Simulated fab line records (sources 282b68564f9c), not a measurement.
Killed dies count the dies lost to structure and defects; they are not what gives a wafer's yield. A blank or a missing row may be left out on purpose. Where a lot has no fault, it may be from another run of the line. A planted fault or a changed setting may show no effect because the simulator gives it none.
Tool commonality check -- flow rit_cmos -- 15 lots, 45 wafers sampled

WHAT PROMPTED THE OPENING
RIT_PLDD_TW_MEAS_10, reading PLDD_TW: flagged on 3 of 15 lots. No-fault wafers: 2364, standard deviation 12.
Rule: a lot gets a flag if all its wafers with a number sit over 4 standard deviations from that mean, or if no wafer of it has a number. All remaining lots are regarded as sound.

lot,measured,on,"PLDD_TW, wafer by wafer",flag
L303,day 2 21:49,film_metro-01,2355 2365 2360,
L304,day 3 02:07,film_metro-02,2380 2364 2375,
L306,day 3 16:04,film_metro-02,2358 2368 2376,
L308,day 4 02:11,film_metro-01,2352 2345 2361,
L309,day 4 10:07,film_metro-02,2371 2376 2381,
L311,day 4 13:43,film_metro-01,2381 2373 2368,
L313,day 5 01:54,film_metro-04,2358 2358 2347,
L315,day 5 13:31,film_metro-04,2354 2367 2343,
L316,day 5 19:22,film_metro-04,2365 2361 2359,
L317,day 5 23:00,film_metro-02,2608 2608 2597,FLAGGED
L318,day 6 03:43,film_metro-04,2371 2354 2360,
L319,day 6 07:34,film_metro-01,2595 2578 2588,FLAGGED
L320,day 6 10:02,film_metro-04,2576 2586 2579,FLAGGED
L325,day 7 14:34,film_metro-01,2362 2378 2385,
L326,day 7 21:17,film_metro-01,2371 2370 2377,
The mean of the flagged lots' numbers is 2591, +227 from the usual (+19 standard deviations).

WHICH TOOL RAN EACH LOT
The record keeps 1 process step preceding the reading, out of 202 steps on the route. Cell contents, in order: the tool; ch with the chambers the sampled wafers went through; the start.
lot,flag,RIT_PLDD_IMPLANT_08
L303,,"implanter-01 ch 0, day 2 21:31"
L304,,"implanter-02 ch 0, day 3 01:48"
L306,,"implanter-02 ch 0, day 3 15:47"
L308,,"implanter-01 ch 0, day 4 01:53"
L309,,"implanter-02 ch 0, day 4 09:47"
L311,,"implanter-02 ch 0, day 4 13:25"
L313,,"implanter-01 ch 0, day 5 01:37"
L315,,"implanter-01 ch 0, day 5 13:13"
L316,,"implanter-02 ch 0, day 5 19:03"
L317,FLAGGED,"implanter-01 ch 0, day 5 22:40"
L318,,"implanter-02 ch 0, day 6 03:26"
L319,FLAGGED,"implanter-01 ch 0, day 6 07:15"
L320,FLAGGED,"implanter-01 ch 0, day 6 09:44"
L325,,"implanter-02 ch 0, day 7 14:16"
L326,,"implanter-04 ch 0, day 7 20:57"
What is done by these steps:
- RIT_PLDD_IMPLANT_08
- RIT_PLDD_TW_MEAS_10

FLAGGED OVER TOTAL, TOOL BY TOOL (the gauges that took the reading come last)
step,tool,lots run,flagged,share of the flagged lots,sound lots run after its first flagged lot
RIT_PLDD_IMPLANT_08,implanter-01,7,3,all,0
RIT_PLDD_IMPLANT_08,implanter-02,7,0,none,-
RIT_PLDD_IMPLANT_08,implanter-04,1,0,none,-
RIT_PLDD_TW_MEAS_10,film_metro-01,6,1,some,"2 (L325,L326)"
RIT_PLDD_TW_MEAS_10,film_metro-02,4,1,some,0
RIT_PLDD_TW_MEAS_10,film_metro-04,5,1,some,0

WHAT IS ALLOWED BY THE TABLE
In the table, 1 row covers all flagged lots: implanter-01 at RIT_PLDD_IMPLANT_08.
- implanter-01 at RIT_PLDD_IMPLANT_08: 3 of its 7 lots flagged. Its last sound lot is L315 (day 5 13:13), its first flagged lot L317 (day 5 22:40): a fault that began between those two fits. Its own readings (beam_on_s, faraday_current_uA) fall more than 4 standard deviations out on all wafers of the flagged lots.
One tool is left: implanter-01 at RIT_PLDD_IMPLANT_08.

WHAT WAS PUT IN BY THE SIMULATOR
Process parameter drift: implanter-01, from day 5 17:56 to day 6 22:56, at RIT_PLDD_IMPLANT_08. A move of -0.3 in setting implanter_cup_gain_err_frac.
Lots struck among those shown: L317, L319, L320. The rule given above showed the same thing.
